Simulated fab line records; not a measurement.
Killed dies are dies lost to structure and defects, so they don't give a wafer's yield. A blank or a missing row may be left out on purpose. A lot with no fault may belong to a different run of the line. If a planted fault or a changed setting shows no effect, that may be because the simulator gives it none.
Which tool is to blame?	flow rit cmos	14 lots, 42 wafers sampled, at 2 steps of a route of 202

WHAT EACH GAUGE READ, for each wafer
RIT_GATE_THK_MEAS_07.
lot	measured	on	GATE_OXIDE_THK (nm)
L998	day 2 10:56	film metro-04	2.97 3.01 3.01
L999	day 2 14:50	film metro-04	3.15 3.11 3.11
L100	day 2 19:22	film metro-04	3.06 3.01 3.02
L101	day 3 01:18	film metro-04	3.11 3.10 3.06
L102	day 3 05:16	film metro-03	2.91 2.99 2.93
L103	day 3 10:56	film metro-04	2.94 3.09 3.06
L107	day 4 11:37	film metro-02	2.97 3.00 3.04
L109	day 4 19:14	film metro-04	2.92 2.96 2.96
L110	day 4 23:19	film metro-03	3.03 3.08 3.05
L111	day 5 03:26	film metro-04	3.11 3.06 3.12
L112	day 5 07:31	film metro-02	2.91 2.90 2.98
L114	day 5 17:23	film metro-02	2.95 2.99 2.91
L117	day 6 08:23	film metro-02	2.48 2.48 2.46
L119	day 6 18:42	film metro-02	2.34 2.33 2.34

EACH LOT AND THE TOOL THAT RAN IT (in order: tool; ch and the chambers of the sampled wafers; start)
lot	RIT_GATE_OXIDATION_05
L998	furnace-04 ch 0, day 2 09:36
L999	furnace-01 ch 0, day 2 13:31
L100	furnace-01 ch 0, day 2 18:01
L101	furnace-02 ch 0, day 2 23:06
L102	furnace-04 ch 0, day 3 03:56
L103	furnace-02 ch 0, day 3 09:32
L107	furnace-01 ch 0, day 4 09:18
L109	furnace-04 ch 0, day 4 17:55
L110	furnace-02 ch 0, day 4 21:59
L111	furnace-02 ch 0, day 5 02:07
L112	furnace-01 ch 0, day 5 06:11
L114	furnace-01 ch 0, day 5 16:03
L117	furnace-02 ch 0, day 6 07:03
L119	furnace-02 ch 0, day 6 17:18
- RIT_GATE_OXIDATION_05: target thk 3 nm, ox time 270 s.

WHAT THE TOOLS THEMSELVES READ (means of the sampled wafers that have a number; where no wafer has one, the mark that the record gives instead)
RIT_GATE_OXIDATION_05.
lot	tool	spike tc centre C (C)	spike tc load C (C)	spike tc source C (C)	tube center temp C (C)	tube_center_temp_C_max
L998	furnace-04	902.8	926.3	918	900	902.4
L999	furnace-01	901.8	926.4	917	900	902.3
L100	furnace-01	902.0	925.7	917	900	902.1
L101	furnace-02	903.7	923.5	928	900	902.0
L102	furnace-04	903.3	925.7	917	900	902.0
L103	furnace-02	902.3	924.3	928	900	902.6
L107	furnace-01	902.4	925.7	917	900	902.2
L109	furnace-04	902.2	925.1	917	900	902.1
L110	furnace-02	902.9	923.1	927	900	902.3
L111	furnace-02	902.2	924.3	927	900	902.0
L112	furnace-01	902.5	926.6	917	900	902.2
L114	furnace-01	901.4	924.9	917	900	902.3
L117	furnace-02	883.7	904.3	909	882	883.7
L119	furnace-02	885.1	905.5	908	882	884.0

THE ANSWER, worked out from the rows above alone
Rule: the usual values come from the lots themselves. The widest of any qualifying gaps counts: lots, ordered by their means at a reading, are off when they make up no more than a third of the lots, leave a main group of 4 or more, and stand apart from it by 3 or more times the standard deviation of that group's means. The tables above print the reading to a certain number of digits; a main group whose means all agree to those digits is not used. Also off: a lot with no number at a reading for which 4 or more lots have one. Any other lot the step has rows for is counted as sound. First the gauges in route order, then the tools' own readings, where a lot's mean is used as printed above. At the first step where some lot is off, the reading lying furthest off is the one used; lots without a number count as furthest.
Off: L117, L119, at RIT_GATE_THK_MEAS_07 (GATE_OXIDE_THK). Mean 3.02 nm and standard deviation 0.063 in the main group.
A tool fits if, at a process step before that reading, it ran every lot that is off, and no sound lot after the first of them. Not tried: the gauges at RIT_GATE_THK_MEAS_07; whatever is off there is also off at RIT_GATE_OXIDATION_05, on other tools, and gauge error can't account for it. One fits: RIT_GATE_OXIDATION_05 on furnace-02. Its last sound lot is L111 (day 5 02:07), its first lot that is off L117 (day 6 07:03): a fault that began between those two fits.
The tool's own readings at RIT_GATE_OXIDATION_05 bear it out: on the lots that are off they differ by more than 5 times the standard deviation of the sound lots' means. spike tc centre C reads 884.4 C there against 902.5 C on the sound lots; spike tc load C reads 904.9 C there against 925.1 C on the sound lots; tube center temp C reads 882 C there against 900 C on the sound lots; tube_center_temp_C_max reads 883.9 there against 902.2 on the sound lots.

WHAT THE SIMULATOR HAD PUT IN
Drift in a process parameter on furnace-02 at RIT_GATE_OXIDATION_05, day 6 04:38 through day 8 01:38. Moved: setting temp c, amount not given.
Shown lots that were struck: L117, L119. The rule above reached the same finding.
